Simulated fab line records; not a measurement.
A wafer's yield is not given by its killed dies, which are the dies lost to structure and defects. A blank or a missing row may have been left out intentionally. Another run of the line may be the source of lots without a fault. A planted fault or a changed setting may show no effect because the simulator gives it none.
One fault through the eyes of 2 desks | flow rit-cmos | each desk holds nothing but its own numbers, with what lay behind them at the end

## FOR THE TOOL OWNER'S DESK: rie-si-01
The tool's own readings at RIT_GATE_ETCH_19 (etches poly-Si in SF6/CHF3/O2, stops on SiO2, time 165 s, target depth 312.5 nm): means of the sampled wafers that have a number, for each lot that ran on this tool. The brackets show how far a lot's mean lies from the usual mean; more than 4 standard deviations puts the lot out of limits, marked OUT.
Columns: A = CHF3_flow_sccm at RIT_GATE_ETCH_19, usual 30.00 sccm; B = drypump-motor-current-A at RIT_GATE_ETCH_19, usual 5.50 A; C = oes-product-au at RIT_GATE_ETCH_19, usual 0.851 a.u.; D = run-length-s at RIT_GATE_ETCH_19, usual 193.4 s; E = throttle-valve-pct at RIT_GATE_ETCH_19, usual 10.22 %
lot  | first seen here | A     | B    | C     | D               | E
L524 | day 3 08:34     | 30.04 | 5.36 | 0.854 | 193.9           | 10.29
L526 | day 3 13:43     | 30.07 | 5.46 | 0.858 | 193.2           | 10.15
L527 | day 3 21:56     | 30.00 | 5.49 | 0.800 | 209.1 (+32) OUT | 10.30
L530 | day 4 04:49     | 30.03 | 5.39 | 0.809 | 209.0 (+32) OUT | 10.23
L532 | day 4 15:20     | 30.08 | 5.45 | 0.807 | 208.5 (+31) OUT | 10.16
This desk finds L527, L530, L532 out of limits, L527 being first, at day 3 21:56 (run-length-s at RIT_GATE_ETCH_19). Within limits: L524, L526.

## METROLOGY DESK
What the gauges read for every lot (on any tool): the sampled wafers with a number, averaged. The brackets show how far a lot's mean lies from the usual mean; more than 4 standard deviations puts the lot out of limits, marked OUT.
Columns: A = GATE_OXIDE_THK at RIT_GATE_THK_MEAS_07, usual 3.05 nm; B = GATE_POLY_THK at RIT_GATE_THK_MEAS_09, usual 250.4 nm; C = cd-nm at RIT_GATE_CD_MEAS_16, usual 150.6 nm; D = GATE_OVL at RIT_GATE_OVL_MEAS_17, usual 0.1 nm
lot  | first seen here | A    | B     | C     | D
L524 | day 3 04:46     | 2.97 | 251.0 | 152.9 | -2.1
L526 | day 3 10:42     | 3.01 | 250.9 | 151.1 | -0.9
L527 | day 3 16:43     | 3.08 | 250.6 | 152.0 | -1.3
L530 | day 4 01:40     | 3.05 | 254.8 | 149.8 | 0.2
L532 | day 4 11:55     | 3.05 | 250.8 | 152.1 | 0.7
L541 | day 6 09:46     | 3.07 | 246.4 | 152.2 | 1.5
L545 | day 7 06:13     | 2.98 | 248.5 | 147.7 | -1.0
Result from this desk: across the 7 lots, nothing is out of limits.

## BROUGHT TOGETHER
An alarm could have come from the tool owner's desk at day 3 21:56, on L527, L530, L532.
From the metrology desk's view, nothing was out of limits.
The metrology desk holds a record of L527, L530, L532, inside its limits.
On rie-si-01, each named lot ran RIT_GATE_ETCH_19.

## WHAT THE SIMULATOR HAD INSERTED
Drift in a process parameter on rie-si-01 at RIT_GATE_ETCH_19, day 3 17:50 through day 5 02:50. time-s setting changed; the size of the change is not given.
Shown lots that were struck: L527, L530, L532.
Delay in hours, fault start to first out-of-limits reading, by desk: the tool owner's desk at 4.
